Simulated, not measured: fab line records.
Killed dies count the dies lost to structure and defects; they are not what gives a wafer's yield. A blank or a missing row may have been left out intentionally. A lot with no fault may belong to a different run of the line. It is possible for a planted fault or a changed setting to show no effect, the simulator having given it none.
fab line records	flow ritCmos
record: lots: 6	wafers: 18	lastDay: 6
route steps=202 shown GATE@89 REOX@98 NLDD@103 PLDD@114 SPACER@125 M1@202
lots that met no fault: taken from a fault-free run of the same line
startH: start of the lot's first displayed wafer, in hours after the record's first day	waitH: hours from the lot's prior step to this one	" as in the row above	L1.1+2: a row that stands for several wafers	- either no value or no given start	* or withheld: withheld	< > ~ a bound
route shown NAME@n: names a module that has steps shown in the file, with the first one's number in the route	usual: mean/standard deviation taken from wafers without a fault	same: alike in all rows	chamber/n: place in a boat	sites: per-site readings	_std_site: how widely they spread, as a standard deviation	_edge_site: outer sites' mean less inner sites'	radiusMm: for every site, how far away it sits from the centre of the wafer	mask NAME#n: copy n	behind: the last tool/chamber to shape the wafer	hold: why the lot was held/for how many hours/how that ended	device: transistor that didn't switch, given as n, p or np	end of line: tests of these same wafers at the route's end	where a step has no rows: the recipe by itself	killed: dies lost to structure and defects at the first sort, not the wafer's yield	map: the dies of a wafer, with x for killed, . for not killed, _ for no die there
set.NAME: setting as actually run; set.NAME@STEP: the setting as run at that earlier step	model.NAME: the simulator's own value behind a step, which no gauge read
lots at some steps of the route; a table a step, a row a wafer
services: from which hour (startH, from the record's first day; less than 0 if before it) a tool's chamber was out of use, for how many hours, and why
== steps ==
step: RIT_GATE_EXPOSE_13
recipe: maskId: M6	na: 0.6	sourceShape: conventional	sigmaOuter: 0.6	targetCdNm: 150	doseMj: 380
step: RIT_GATE_PEB_14
recipe: resist: NOVOLAK	tempC: withheld	timeS: withheld
step: RIT_GATE_DEVELOP_15
recipe: resist: NOVOLAK	developTimeS: 50	devTempC: 23
step: RIT_GATE_CD_MEAS_16
recipe: targetCdNm: 150
usual: cdNm: 149.6/2.4
lot.wafer	tool	chamber	startH	waitH	cdNm
L965.1	cdSem-01	-	77.02	-	147.1
L965.5	"	-	"	"	146.1
L965.6	"	-	"	"	145.4
L970.1	cdSem-01	-	95.73	-	152.2
L970.3	"	-	"	"	148.0
L970.6	"	-	"	"	151.5
L971.1	cdSem-02	-	102.73	-	144.4
L971.2	"	-	"	"	148.3
L971.3	"	-	"	"	148.4
L973.2	cdSem-02	-	110.93	-	148.7
L973.3	"	-	"	"	153.3
L973.6	"	-	"	"	149.1
L974.3	cdSem-01	-	116.06	-	150.6
L974.5	"	-	"	"	149.1
L974.6	"	-	"	"	150.4
L977.3	cdSem-01	-	132.26	-	151.2
L977.5	"	-	"	"	150.6
L977.6	"	-	"	"	151.3
step: RIT_GATE_OVL_MEAS_17
usual: GATE_OVL: -1.4/1.2
lot.wafer	tool	chamber	startH	waitH	GATE_OVL[nm]
L965.1	overlay-02	-	77.14	0.1	-1.8
L965.5	"	-	"	"	-0.4
L965.6	"	-	"	"	-0.1
L970.1	overlay-01	-	95.85	0.1	-1.1
L970.3	"	-	"	"	-1.7
L970.6	"	-	"	"	-0.2
L971.1	overlay-02	-	102.85	0.1	-2.9
L971.2	"	-	"	"	-1.6
L971.3	"	-	"	"	-2.0
L973.2	overlay-01	-	111.04	0.1	-0.9
L973.3	"	-	"	"	-0.7
L973.6	"	-	"	"	-0.4
L974.3	overlay-01	-	116.15	0.1	-2.9
L974.5	"	-	"	"	-3.6
L974.6	"	-	"	"	-3.6
L977.3	overlay-02	-	132.36	0.1	-2.9
L977.5	"	-	"	"	-1.8
L977.6	"	-	"	"	-0.9
step: RIT_GATE_HARDBAKE_18
recipe: resist: NOVOLAK	tempC: 140	timeS: 60
step: RIT_GATE_ETCH_19
recipe: chemistry: SF6/CHF3/O2	timeS: 165	SF6_flow_sccm: 30	CHF3_flow_sccm: 30	O2_flow_sccm: 5	target: poly-Si	pressureMtorr: 40	rfW: 160	targetDepthA: 3125	overEtchFrac: 0.25	stopOn: SiO2
usual: drypumpMotorCurrentA: 5.7/0.42	oesProductAu: 0.850/0.013	rfFwdPowerW: 159.3/0.5	throttleValvePct: 10.26/0.16
lot.wafer	tool	chamber	startH	waitH	drypumpMotorCurrentA	oesProductAu	rfFwdPowerW	rfHoursCounterH	throttleValvePct
L965.1	rieSi-02	0	77.32	0.1	5.1	0.842	159.6	3	10.09
L965.5	"	2	"	"	5.4	0.848	159.0	-	10.19
L965.6	"	1	"	"	5.8	0.835	159.7	-	10.43
L970.1	rieSi-01	3	96.04	0.1	5.8	0.839	160.2	62	10.28
L970.3	"	2	"	"	5.7	0.864	158.3	108	10.42
L970.6	"	2	"	"	5.7	0.865	158.9	-	10.42
L971.1	rieSi-02	3	103.22	0.1	5.1	0.855	158.9	38	10.48
L971.2	"	0	"	"	5.0	0.849	158.6	3	10.10
L971.3	"	2	"	"	5.4	0.854	159.2	109	10.19
L973.2	rieSi-02	3	111.22	0.1	5.1	0.851	159.6	38	10.48
L973.3	"	0	"	"	5.1	0.838	159.9	3	10.11
L973.6	"	1	"	"	5.7	0.831	158.2	-	10.41
L974.3	rieSi-01	2	116.32	0.1	5.7	0.884	158.6	108	10.43
L974.5	"	2	"	"	5.7	0.874	159.4	-	10.41
L974.6	"	3	"	"	5.8	0.852	159.4	-	10.27
L977.3	rieSi-02	0	132.53	0.1	5.0	0.839	159.6	4	10.10
L977.5	"	2	"	"	5.4	0.841	159.0	-	10.20
L977.6	"	3	"	"	5.1	0.844	159.3	-	10.50
step: RIT_GATE_STRIP_20
recipe: chemistry: O2	timeS: 180	resist: NOVOLAK	platenTempC: withheld	powerW: 500	pressureMtorr: 4000	o2FlowSccm: 4000
usual: drypumpMotorCurrentA: 5.5/0.37	rfReflPowerW: 7.7/1.5
lot.wafer	tool	chamber	startH	waitH	drypumpMotorCurrentA	rfHoursCounterH	rfReflPowerW
L965.1	plasmaAsher-01	0	77.43	0.1	5.6	45	7.7
L965.5	"	1	"	"	5.6	-	5.4
L965.6	"	0	"	"	5.6	-	7.3
L970.1	plasmaAsher-04	0	96.14	0.1	5.2	34	7.6
L970.3	"	0	"	"	5.2	-	7.4
L970.6	"	0	"	"	5.2	-	7.3
L971.1	plasmaAsher-04	0	103.33	0.1	5.2	35	7.4
L971.2	"	1	"	"	5.6	35	10.5
L971.3	"	1	"	"	5.6	-	10.0
L973.2	plasmaAsher-04	0	111.33	0.1	5.2	36	7.3
L973.3	"	0	"	"	5.2	-	7.5
L973.6	"	1	"	"	5.6	-	9.7
L974.3	plasmaAsher-04	1	116.49	0.1	5.6	-	10.3
L974.5	"	0	"	"	5.2	-	7.6
L974.6	"	1	"	"	5.6	-	10.4
L977.3	plasmaAsher-01	1	132.70	0.1	5.6	-	5.5
L977.5	"	0	"	"	5.6	-	7.1
L977.6	"	1	"	"	5.6	-	5.4
step: RIT_GATE_CD_MEAS_90
recipe: targetCdNm: 150
usual: cdNm: 149.5/2.4
lot.wafer	tool	chamber	startH	waitH	cdNm
L965.1	cdSem-02	-	77.61	0.1	146.8
L965.5	"	-	"	"	146.4
L965.6	"	-	"	"	145.4
L970.1	cdSem-02	-	96.32	0.1	152.1
L970.3	"	-	"	"	148.1
L970.6	"	-	"	"	151.5
L971.1	cdSem-02	-	103.50	0.1	144.1
L971.2	"	-	"	"	147.9
L971.3	"	-	"	"	148.5
L973.2	cdSem-02	-	111.52	0.1	148.9
L973.3	"	-	"	"	153.3
L973.6	"	-	"	"	149.1
L974.3	cdSem-01	-	116.64	0.1	150.2
L974.5	"	-	"	"	149.4
L974.6	"	-	"	"	150.1
L977.3	cdSem-01	-	132.85	0.1	151.7
L977.5	"	-	"	"	150.3
L977.6	"	-	"	"	151.7
step: RIT_REOX_CLEAN_00
recipe: chemistry: SC1	mix: 3:3:50	timeS: 600	tempC: 75
step: RIT_REOX_CLEAN_01
recipe: chemistry: dHF	dilution: 50:1	timeS: 30
step: RIT_REOX_CLEAN_02
recipe: chemistry: SC2	mix: 3:3:50	timeS: 600	tempC: 75	dry: n2Spin
step: RIT_REOX_OXIDATION_03
recipe: tempC: 900	ambient: O2	targetThkA: 252	oxTimeS: 5580
usual: spikeTcCentreC: 901.7/1.2	spikeTcLoadC: 925.2/2.2	spikeTcSourceC: 924/3.3	tubeCenterTempC: 900/0.083	tube_center_temp_C_max: 902.3/0.38
lot.wafer	tool	chamber	startH	waitH	spikeTcCentreC	spikeTcLoadC	spikeTcSourceC	tubeCenterTempC	tube_center_temp_C_max	model.SiO2_of_REOX_OXIDATION_03.thkNm
L965.1	furnace-02	0	78.09	0.0	899.9	922.7	924	899.88	902.3	25.16
L965.5	"	0	"	"	901.1	924.2	924	899.88	902.1	25.4
L965.6	"	0	"	"	900.7	921.9	922	900.17	901.8	25.82
L970.1	furnace-02	0	96.82	0.0	875.7	899.4	898	874.9	876.7	19.77
L970.3	"	0	"	"	875.7	898.8	898	875.15	877.6	19.64
L970.6	"	0	"	"	878.6	899.0	899	875.13	878.1	20.03
L971.1	furnace-02	0	103.99	0.0	877.0	899.5	899	875.07	877.3	18.83
L971.2	"	0	"	"	877.1	899.5	898	875.09	877.4	19
L971.3	"	0	"	"	877.3	896.4	899	875.08	876.8	19.05
L973.2	furnace-01	0	112.68	0.7	900.3	923.4	922	899.99	902.6	24.92
L973.3	"	0	"	"	900.8	923.5	918	899.87	902.3	25.06
L973.6	"	0	"	"	901.0	924.0	918	900.07	902.5	24.82
L974.3	furnace-04	0	117.09	0.0	903.4	926.3	927	899.9	902.4	24.89
L974.5	"	0	"	"	902.8	927.9	925	899.98	902.6	25.22
L974.6	"	0	"	"	902.5	927.5	926	900	901.8	25.01
L977.3	furnace-04	0	133.38	0.1	903.3	926.8	927	899.96	902.3	24.19
L977.5	"	0	"	"	903.6	927.9	926	899.95	902.0	24.26
L977.6	"	0	"	"	902.9	927.9	926	900.05	902.1	24.51
step: RIT_REOX_THK_MEAS_04
recipe: reads: SiO2_of_REOX_OXIDATION_03
usual: REOX_OXIDE_THK: 25.3/0.52
lot.wafer	tool	chamber	startH	waitH	REOX_OXIDE_THK[nm]
L965.1	filmMetro-01	-	80.64	0.0	25.1
L965.5	"	-	"	"	25.4
L965.6	"	-	"	"	25.8
L970.1	filmMetro-03	-	99.37	0.0	19.8
L970.3	"	-	"	"	19.7
L970.6	"	-	"	"	20.0
L971.1	filmMetro-04	-	106.54	0.0	18.8
L971.2	"	-	"	"	19.0
L971.3	"	-	"	"	19.1
L973.2	filmMetro-01	-	115.24	0.0	24.9
L973.3	"	-	"	"	25.1
L973.6	"	-	"	"	24.8
L974.3	filmMetro-04	-	119.66	0.0	24.9
L974.5	"	-	"	"	25.2
L974.6	"	-	"	"	25.0
L977.3	filmMetro-04	-	135.95	0.0	24.2
L977.5	"	-	"	"	24.3
L977.6	"	-	"	"	24.5
step: RIT_NLDD_HMDS_00
recipe: primeTimeS: 60	primeTempC: 140
step: RIT_NLDD_COAT_01
recipe: resist: NOVOLAK	spinRpm: 3250	resistThkNm: 1000
step: RIT_NLDD_SOFTBAKE_02
recipe: resist: NOVOLAK	tempC: 90.54	timeS: 60
step: RIT_NLDD_EXPOSE_03
recipe: maskId: M7	na: 0.57	targetCdNm: 40700	doseMj: 250
step: RIT_NLDD_PEB_04
recipe: resist: NOVOLAK	tempC: withheld	timeS: withheld
step: RIT_NLDD_DEVELOP_05
recipe: resist: NOVOLAK	developTimeS: 50	devTempC: 23
step: RIT_NLDD_OVL_MEAS_06
usual: NLDD_OVL: -0.3/1.6
lot.wafer	tool	chamber	startH	waitH	NLDD_OVL[nm]
L965.1	overlay-01	-	81.68	-	3.8
L965.5	"	-	"	"	3.0
L965.6	"	-	"	"	1.4
L970.1	overlay-01	-	100.28	-	-1.6
L970.3	"	-	"	"	-0.7
L970.6	"	-	"	"	0.5
L971.1	overlay-01	-	107.45	-	-2.1
L971.2	"	-	"	"	-0.7
L971.3	"	-	"	"	-1.8
L973.2	overlay-02	-	116.15	-	-1.3
L973.3	"	-	"	"	-0.8
L973.6	"	-	"	"	-1.8
L974.3	overlay-01	-	120.56	-	-1.4
L974.5	"	-	"	"	-1.2
L974.6	"	-	"	"	-0.2
L977.3	overlay-01	-	136.97	-	-1.4
L977.5	"	-	"	"	-2.7
L977.6	"	-	"	"	-2.4
step: RIT_NLDD_HARDBAKE_07
recipe: resist: NOVOLAK	tempC: 140	timeS: 60
step: RIT_NLDD_IMPLANT_08
recipe: species: P	energyKev: 20	doseCm2: 4.95e+14	tiltDeg: 7
step: RIT_NLDD_STRIP_09
recipe: chemistry: O2	timeS: 180	resist: NOVOLAK	platenTempC: withheld	powerW: 500	pressureMtorr: 4000	o2FlowSccm: 4000
usual: drypumpMotorCurrentA: 5.5/0.49	rfReflPowerW: 7.8/1.3
lot.wafer	tool	chamber	startH	waitH	drypumpMotorCurrentA	rfHoursCounterH	rfReflPowerW
L965.1	plasmaAsher-03	0	82.01	0.1	5.2	46	8.8
L965.5	"	1	"	"	6.1	-	6.5
L965.6	"	0	"	"	5.2	-	8.8
L970.1	plasmaAsher-04	1	100.62	0.1	5.6	35	9.7
L970.3	"	0	"	"	5.2	-	7.6
L970.6	"	0	"	"	5.2	-	7.9
L971.1	plasmaAsher-02	0	107.78	0.1	6.3	40	7.1
L971.2	"	1	"	"	4.9	40	7.6
L971.3	"	1	"	"	4.9	-	7.6
L973.2	plasmaAsher-03	1	116.48	0.1	6.0	51	6.2
L973.3	"	0	"	"	5.2	-	8.6
L973.6	"	1	"	"	6.0	-	6.4
L974.3	plasmaAsher-02	1	120.95	0.1	4.8	-	7.5
L974.5	"	0	"	"	6.3	-	6.9
L974.6	"	1	"	"	4.9	-	7.5
L977.3	plasmaAsher-02	1	137.36	0.1	4.9	-	7.4
L977.5	"	1	"	"	4.9	-	7.4
L977.6	"	0	"	"	6.3	-	6.9
step: RIT_NLDD_TW_MEAS_10
usual: NLDD_TW: 2484/12
lot.wafer	tool	chamber	startH	waitH	NLDD_TW
L965.1	filmMetro-02	-	82.19	0.1	2498
L965.5	"	-	"	"	2478
L965.6	"	-	"	"	2483
L970.1	filmMetro-04	-	100.79	0.1	2507
L970.3	"	-	"	"	2493
L970.6	"	-	"	"	2507
L971.1	filmMetro-02	-	107.96	0.1	2483
L971.2	"	-	"	"	2478
L971.3	"	-	"	"	2481
L973.2	filmMetro-04	-	116.66	0.1	2477
L973.3	"	-	"	"	2495
L973.6	"	-	"	"	2489
L974.3	filmMetro-04	-	121.08	0.1	2461
L974.5	"	-	"	"	2478
L974.6	"	-	"	"	2474
L977.3	filmMetro-02	-	137.49	0.1	2479
L977.5	"	-	"	"	2496
L977.6	"	-	"	"	2483
step: RIT_PLDD_HMDS_00
recipe: primeTimeS: 60	primeTempC: 140
step: RIT_PLDD_COAT_01
recipe: resist: NOVOLAK	spinRpm: 3250	resistThkNm: 1000
step: RIT_PLDD_SOFTBAKE_02
recipe: resist: NOVOLAK	tempC: 90	timeS: 60
step: RIT_PLDD_EXPOSE_03
recipe: maskId: M8	na: 0.57	targetCdNm: 40900	doseMj: 250
step: RIT_PLDD_PEB_04
recipe: resist: NOVOLAK	tempC: withheld	timeS: withheld
step: RIT_PLDD_DEVELOP_05
recipe: resist: NOVOLAK	developTimeS: 50	devTempC: 23
step: RIT_PLDD_OVL_MEAS_06
usual: PLDD_OVL: -0.6/1.5
lot.wafer	tool	chamber	startH	waitH	PLDD_OVL[nm]
L965.1	overlay-01	-	83.10	-	1.7
L965.5	"	-	"	"	2.8
L965.6	"	-	"	"	1.1
L970.1	overlay-01	-	101.99	-	-3.3
L970.3	"	-	"	"	-2.4
L970.6	"	-	"	"	-4.6
L971.1	overlay-02	-	108.87	-	-0.2
L971.2	"	-	"	"	0.0
L971.3	"	-	"	"	-0.2
L973.2	overlay-02	-	117.57	-	1.6
L973.3	"	-	"	"	2.1
L973.6	"	-	"	"	0.9
L974.3	overlay-01	-	122.11	-	-2.3
L974.5	"	-	"	"	-1.2
L974.6	"	-	"	"	-0.6
L977.3	overlay-02	-	138.52	-	-1.0
L977.5	"	-	"	"	-2.1
L977.6	"	-	"	"	-1.3
step: RIT_PLDD_HARDBAKE_07
recipe: resist: NOVOLAK	tempC: 140	timeS: 60
step: RIT_PLDD_IMPLANT_08
recipe: species: BF2	energyKev: 20	doseCm2: 9e+14	tiltDeg: 7
step: RIT_PLDD_STRIP_09
recipe: chemistry: O2	timeS: 180	resist: NOVOLAK	platenTempC: withheld	powerW: 500	pressureMtorr: 4000	o2FlowSccm: 4000
usual: drypumpMotorCurrentA: 5.5/0.3	rfReflPowerW: 7.7/1.6
lot.wafer	tool	chamber	startH	waitH	drypumpMotorCurrentA	rfHoursCounterH	rfReflPowerW
L965.1	plasmaAsher-04	1	83.44	0.1	5.6	32	10.5
L965.5	"	1	"	"	5.6	-	10.4
L965.6	"	0	"	"	5.2	-	7.2
L970.1	plasmaAsher-04	0	102.59	0.1	5.2	35	7.4
L970.3	"	1	"	"	5.6	-	9.8
L970.6	"	1	"	"	5.6	-	8.5
L971.1	plasmaAsher-03	1	109.20	0.1	6.1	50	6.4
L971.2	"	0	"	"	5.1	50	8.7
L971.3	"	0	"	"	5.1	-	8.6
L973.2	plasmaAsher-04	0	117.90	0.1	5.2	37	7.8
L973.3	"	0	"	"	5.2	-	7.6
L973.6	"	1	"	"	5.6	-	9.6
L974.3	plasmaAsher-01	1	122.49	0.1	5.6	-	5.4
L974.5	"	1	"	"	5.6	-	5.2
L974.6	"	0	"	"	5.6	-	7.4
L977.3	plasmaAsher-04	0	138.90	0.1	5.2	-	7.3
L977.5	"	1	"	"	5.6	-	11.0
L977.6	"	0	"	"	5.2	-	7.2
step: RIT_PLDD_TW_MEAS_10
usual: PLDD_TW: 2344/10
lot.wafer	tool	chamber	startH	waitH	PLDD_TW
L965.1	filmMetro-03	-	83.61	0.1	2356
L965.5	"	-	"	"	2358
L965.6	"	-	"	"	2347
L970.1	filmMetro-03	-	102.77	0.1	2326
L970.3	"	-	"	"	2338
L970.6	"	-	"	"	2324
L971.1	filmMetro-02	-	109.38	0.1	2353
L971.2	"	-	"	"	2327
L971.3	"	-	"	"	2345
L973.2	filmMetro-02	-	118.08	0.1	2318
L973.3	"	-	"	"	2335
L973.6	"	-	"	"	2336
L974.3	filmMetro-04	-	122.63	0.1	2343
L974.5	"	-	"	"	2348
L974.6	"	-	"	"	2334
L977.3	filmMetro-02	-	139.04	0.1	2352
L977.5	"	-	"	"	2350
L977.6	"	-	"	"	2355
step: RIT_SPACER_CLEAN_00
recipe: chemistry: SC1	mix: 3:3:50	timeS: 600	tempC: 75
lot.wafer	tool	chamber	startH	waitH	model.SiO2_of_REOX_OXIDATION_03.thkNm
L965.1	wetBench-04	2	83.67	0.1	23.25
L965.5	"	2	"	"	23.45
L965.6	"	2	"	"	23.83
L970.1	wetBench-04	2	102.83	0.1	18.25
L970.3	"	2	"	"	18.13
L970.6	"	2	"	"	18.48
L971.1	wetBench-04	3	109.44	0.1	17.38
L971.2	"	3	"	"	17.54
L971.3	"	3	"	"	17.57
L973.2	wetBench-02	0	118.13	0.0	22.99
L973.3	"	0	"	"	23.13
L973.6	"	0	"	"	22.9
L974.3	wetBench-02	3	122.67	0.0	22.97
L974.5	"	3	"	"	23.26
L974.6	"	3	"	"	23.07
L977.3	wetBench-03	1	139.08	0.0	22.31
L977.5	"	1	"	"	22.37
L977.6	"	1	"	"	22.61
step: RIT_SPACER_CLEAN_01
recipe: chemistry: dHF	dilution: 50:1	timeS: 30
step: RIT_M1_PROBE_99
usual: killedAtContacts: 0.1/0.27	killedAtFrontEnd: 7.2/2.9	killedDies: 7.3/2.9	killedOpen: 3.6/1.9	killedShort: 3.8/1.9
same: grossDies: 264	killed_at_M0_to_M3: 0	killed_at_M4_up: 0	killedAtBackSide: 0	killedAtOther: 0
lot.wafer	tool	chamber	startH	waitH	killedAtContacts	killedAtFrontEnd	killedDies	killedOpen	killedShort	model.etest.pmosTurned.rOnOhmUm	model.etest.pmos_0p3.rOnOhmUm	model.etest.pmos_0p15.rOnOhmUm	model.etest.pldd.rsOhmSq	model.etest.nmos_0p15.rOnOhmUm	model.etest.nmos_0p3.rOnOhmUm	model.etest.nldd.rsOhmSq	model.etest.nmosTurned.driveUaUm
L965.1	prober-02	-	96.72	0.1	0	8	8	6	2	3524	6490	2781	538	1114	2163	377.7	328.1
L965.5	prober-02	-	96.92	0.2	0	7	7	4	3	3436	6232	2710	540.9	1082	2086	382.5	337.8
L965.6	prober-02	-	96.97	0.2	0	18	18	8	10	3571	6443	2827	571.7	1114	2152	387.7	323.8
L970.1	prober-01	-	116.04	0.1	0	5	5	2	3	2892	5859	2425	330.3	1039	2048	304.9	398.2
L970.3	prober-01	-	116.14	0.2	0	5	5	3	2	2821	5836	2361	326.2	1005	2047	303.1	409.4
L970.6	prober-01	-	116.29	0.2	0	13	13	9	4	2916	5908	2437	335.4	1040	2042	304.7	394.3
L971.1	prober-02	-	122.80	0.1	0	6	6	5	1	2838	5911	2382	318.2	1070	2086	289.5	429.2
L971.2	prober-02	-	122.85	0.1	0	6	6	3	3	2857	5883	2408	323.4	1033	2041	293.6	418
L971.3	prober-02	-	122.90	0.2	0	5	5	1	4	2884	5892	2406	324.1	1033	2041	291.1	414.9
L973.2	prober-02	-	132.33	0.1	0	6	6	3	3	3443	6310	2779	509.2	1173	2197	395.3	312.4
L973.3	prober-02	-	132.38	0.2	1	7	8	5	3	3574	6440	2902	520.2	1196	2206	399.6	302.6
L973.6	prober-02	-	132.53	0.2	0	6	6	4	2	3444	6342	2777	507.5	1174	2177	389.7	315.3
L974.3	prober-01	-	137.65	0.2	0	10	10	4	6	3441	6394	2766	477.5	1141	2188	389	314.5
L974.5	prober-01	-	137.75	0.2	0	8	8	3	5	3469	6338	2764	492.9	1145	2193	394.1	309.6
L974.6	prober-01	-	137.80	0.2	0	7	7	2	5	3446	6400	2775	483.9	1147	2182	387.5	310.5
L977.3	prober-02	-	152.56	0.2	0	8	8	3	5	3228	6034	2648	443.5	1110	2106	358	350.9
L977.5	prober-02	-	152.66	0.2	0	5	5	2	3	3277	6119	2668	446.9	1107	2115	358.9	353.1
L977.6	prober-02	-	152.71	0.2	0	10	10	6	4	3274	6084	2691	453.7	1106	2104	361.1	347.3
killed by level:class
L965.1 GATE:geometricParticle:open=3 GATE:geometricParticle:short=2 FOX1:geometricParticle:open=1 REOX:geometricParticle:open=1 SPACER:geometricParticle:open=1
L965.5 SILICIDE:geometricParticle:open=3 GATE:geometricParticle:short=2 FOX1:geometricParticle:short=1 REOX:geometricParticle:open=1
L965.6 GATE:geometricParticle:open=7 FOX1:geometricParticle:short=3 GATE:geometricParticle:short=3 SILICIDE:geometricParticle:short=2 FOX2:geometricParticle:short=1 REOX:geometricParticle:short=1 REOX:geometricParticle:open=1
L970.1 GATE:geometricParticle:short=2 FOX1:geometricParticle:short=1 REOX:geometricParticle:open=1 SILICIDE:geometricParticle:open=1
L970.3 GATE:geometricParticle:open=2 GATE:geometricParticle:short=2 REOX:geometricParticle:open=1
L970.6 REOX:geometricParticle:open=4 GATE:geometricParticle:open=3 SPACER:geometricParticle:short=2 FOX1:geometricParticle:short=1 FOX2:geometricParticle:open=1 SPACER:geometricParticle:open=1 SILICIDE:geometricParticle:short=1
L971.1 GATE:geometricParticle:open=4 FOX1:geometricParticle:open=1 SPACER:geometricParticle:short=1
L971.2 GATE:geometricParticle:open=2 FOX2:geometricParticle:short=1 GATE:geometricParticle:short=1 REOX:geometricParticle:short=1 SILICIDE:geometricParticle:open=1
L971.3 GATE:geometricParticle:short=3 GATE:geometricParticle:open=1 SILICIDE:geometricParticle:short=1
L973.2 GATE:geometricParticle:short=2 FOX1:geometricParticle:open=1 SPACER:geometricParticle:open=1 SPACER:geometricParticle:short=1 SILICIDE:geometricParticle:open=1
L973.3 GATE:geometricParticle:open=4 GATE:geometricParticle:short=1 SPACER:geometricParticle:short=1 SILICIDE:geometricParticle:short=1 CONTACT:geometricParticle:open=1
L973.6 REOX:geometricParticle:open=2 FOX1:geometricParticle:short=1 GATE:geometricParticle:open=1 SILICIDE:geometricParticle:short=1 SILICIDE:geometricParticle:open=1
L974.3 GATE:geometricParticle:short=3 REOX:geometricParticle:short=3 GATE:geometricParticle:open=2 REOX:geometricParticle:open=2
L974.5 GATE:geometricParticle:short=3 SILICIDE:geometricParticle:short=2 GATE:geometricParticle:open=1 SPACER:geometricParticle:open=1 SILICIDE:geometricParticle:open=1
L974.6 GATE:geometricParticle:short=2 GATE:geometricParticle:open=1 REOX:geometricParticle:short=1 SPACER:geometricParticle:short=1 SILICIDE:geometricParticle:short=1 SILICIDE:geometricParticle:open=1
L977.3 REOX:geometricParticle:short=3 FOX2:geometricParticle:short=2 FOX2:geometricParticle:open=2 SILICIDE:geometricParticle:open=1
L977.5 REOX:geometricParticle:short=3 GATE:geometricParticle:open=1 REOX:geometricParticle:open=1
L977.6 GATE:geometricParticle:open=3 GATE:geometricParticle:short=2 FOX1:geometricParticle:open=1 FOX2:geometricParticle:short=1 FOX2:geometricParticle:open=1 SPACER:geometricParticle:open=1 SPACER:geometricParticle:short=1
== services ==
tool	chamber	startH	hours	kind
rieSi-02	3	54.97	1.6	repair
furnace-02	-	56.10	4.2	pm
furnace-04	-	56.54	5.5	pm
furnace-02	-	60.33	4.9	pm
plasmaAsher-01	-	83.32	14.6	pm
wetBench-02	-	90.96	2.8	repair
plasmaAsher-02	-	108.75	9.0	pm
plasmaAsher-02	0	108.75	9.0	ventCycle
plasmaAsher-02	1	108.75	9.0	ventCycle
plasmaAsher-02	-	117.75	2.8	pm
plasmaAsher-02	0	117.75	-	clean
plasmaAsher-02	1	117.75	-	clean
furnace-01	-	132.64	3.9	pm
== key ==
firstSign: step: RIT_REOX_OXIDATION_03	reading: tubeCenterTempC	direction: down	sigmas: 99+	usual: *	struck: *
effect: step: RIT_REOX_OXIDATION_03	reading: tube_center_temp_C_max	direction: down	sigmas: 66	usual: *	struck: *
effect: step: RIT_REOX_THK_MEAS_04	reading: REOX_OXIDE_THK	direction: down	sigmas: 11	usual: 25.3	struck: 19.4
modelEffect: step: RIT_REOX_OXIDATION_03	value: SiO2_of_REOX_OXIDATION_03.thkNm	without: 25.16	struck: 19.39
modelEffect: step: RIT_SPACER_CLEAN_00	value: SiO2_of_REOX_OXIDATION_03.thkNm	without: 23.22	struck: 17.89
modelEffect: step: RIT_M1_PROBE_99	value: etest.pmosTurned.rOnOhmUm	without: 3479	struck: 2868
metAt RIT_REOX_OXIDATION_03
struckWafers L970.1,L970.3,L970.6,L971.1,L971.2,L971.3
testerLeftOut L970,L971
onsetBetween 78.09 96.82
fault: kind: processParameterDrift	tool: furnace-02	chamber: -	onsetH: 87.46	steps: RIT_REOX_OXIDATION_03	channel: tempC	offset: *	shape: step	endH: 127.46	actsIn: *	stated: *
testerLeftOut: of these lots the tester's yield and bins aren't shown, on N5 and GAA mostly nor the transistor test; their killed dies are dies lost to structure and defects alone, not to doping, threshold or leakage, so they don't give the yield
